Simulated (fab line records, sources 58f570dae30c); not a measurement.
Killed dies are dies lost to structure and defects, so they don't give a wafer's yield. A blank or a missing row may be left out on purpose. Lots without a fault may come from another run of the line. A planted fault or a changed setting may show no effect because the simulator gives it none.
One fault seen from 2 desks | flow berkeley_cmos170 | each desk has only its own numbers; what lay behind them comes last

THE METROLOGY DESK
What the gauges read, lot by lot, whatever tool the lot ran on: means of the sampled wafers that have a number. A lot is out of limits, marked OUT, if its mean lies more than 4 standard deviations from the usual mean; the brackets give that distance.
Columns: A = cd_nm at UCB170_CONTACT_CD_MEAS_90, usual 699.9 nm
lot  | first seen here | A
L176 | day 8 14:13     | 699.3
L175 | day 8 16:29     | 700.6
L178 | day 8 17:43     | 699.0
L179 | day 8 18:14     | 698.3
L177 | day 8 20:01     | 697.4
L180 | day 9 05:37     | 703.3
L182 | day 9 09:31     | 699.4
L187 | day 10 18:37    | 699.4
L188 | day 10 20:56    | 700.2
L195 | day 11 11:45    | 700.3
L194 | day 11 14:40    | 700.9
L190 | day 11 14:51    | 698.3
L191 | day 11 23:13    | 700.6
L198 | day 12 14:20    | 702.7
This desk's finding: nothing out of limits on any of the 14 lots.

THE TOOL OWNER'S DESK: rtp_anneal-01
The tool's own readings at UCB170_SILICIDE_RTA_04 (time 15 s): means of the sampled wafers that have a number, for each lot that ran on this tool. A lot is out of limits, marked OUT, if its mean lies more than 4 standard deviations from the usual mean; the brackets give that distance.
Columns: A = lamp_power_pct at UCB170_SILICIDE_RTA_04, usual 8.929 %; B = wafer_temp_C_max at UCB170_SILICIDE_RTA_04, usual 652.4
lot  | first seen here | A                | B
L179 | day 8 12:47     | 8.947            | 653.5
L177 | day 8 13:41     | 8.953            | 652.9
L180 | day 9 01:00     | 8.844 (-5.3) OUT | 649.3 (-4.7) OUT
L182 | day 9 01:43     | 8.832 (-6.0) OUT | 648.8 (-5.5) OUT
This desk's finding: out of limits on L180, L182; first on L180, day 9 01:00 (lamp_power_pct at UCB170_SILICIDE_RTA_04). In limits: L179, L177.

PUT TOGETHER
The tool owner's desk could have raised an alarm at day 9 01:00, on L180, L182.
The metrology desk saw nothing out of limits.
The metrology desk has L180, L182 on record, within its limits.
Of the lots named, all ran UCB170_SILICIDE_RTA_04 on rtp_anneal-01.

WHAT THE SIMULATOR HAD PUT IN
Process parameter drift: rtp_anneal-01, from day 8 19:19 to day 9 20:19, at UCB170_SILICIDE_RTA_04. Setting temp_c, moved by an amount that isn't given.
Lots struck among those shown: L180, L182.
Hours from the fault's start to each desk's first reading out of limits: the tool owner's desk, 6.
